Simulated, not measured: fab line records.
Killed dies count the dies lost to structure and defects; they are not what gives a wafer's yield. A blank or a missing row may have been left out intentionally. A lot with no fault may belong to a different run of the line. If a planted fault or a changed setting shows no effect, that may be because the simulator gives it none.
Which of the tools did it? | flow rit cmos | 7 lots with 21 wafers sampled at 2 steps, on a route of 202 steps

WHAT THE GAUGES SHOWED, per wafer
RIT_NSD_OVL_MEAS_06.
lot  | measured    | on         | NSD_OVL (nm)
L511 | day 3 03:59 | overlay-02 | 2.8 2.0 2.2
L513 | day 3 14:01 | overlay-01 | 1.3 1.1 0.8
L518 | day 4 14:44 | overlay-02 | 1.5 2.7 2.5
L520 | day 5 01:38 | overlay-02 | - - -
L527 | day 6 12:35 | overlay-02 | 0.3 0.9 0.3
L531 | day 7 07:41 | overlay-01 | -0.3 -3.4 -1.2
L533 | day 7 16:59 | overlay-02 | -0.7 0.1 0.0

WHAT TOOL EACH LOT RAN ON (gives the tool, then ch and the chambers of the sampled wafers, and finally the start)
lot  | RIT_NSD_COAT_01
L511 | litho track-03 ch 0, day 3 03:10
L513 | litho track-03 ch 0, day 3 13:19
L518 | litho track-01 ch 0, day 4 13:56
L520 | litho track-03, day 5 00:49
L527 | litho track-02 ch 0, day 6 11:55
L531 | litho track-03 ch 0, day 7 06:59
L533 | litho track-01 ch 0, day 7 16:17
- RIT_NSD_COAT_01: resist thk 1000 nm.

THE ANSWER, worked out from the rows above alone
Rule: what is usual is taken from the lots themselves. The widest of any qualifying gaps counts: lots, ordered by their means at a reading, are off when they make up no more than a third of the lots, leave a main group of 4 or more, and stand apart from it by 3 or more times the standard deviation of that group's means. If all means in a main group match to the digits the tables above print for the reading, that group is not used. Also off: a lot with no number at a reading for which 4 or more lots have one. All remaining lots with rows at the step are treated as sound.
Off: at RIT_NSD_OVL_MEAS_06 (NSD_OVL), L520. Without a number there: L520. The main group has a mean of 0.7 nm with a standard deviation of 1.4.
A tool fits if, at a process step before that reading, it ran every lot that is off, and no sound lot after the first of them. Gauges at RIT_NSD_OVL_MEAS_06: tried the same way as those tools. Of those tried, none fits.

WHAT THE SIMULATOR HAD PUT IN
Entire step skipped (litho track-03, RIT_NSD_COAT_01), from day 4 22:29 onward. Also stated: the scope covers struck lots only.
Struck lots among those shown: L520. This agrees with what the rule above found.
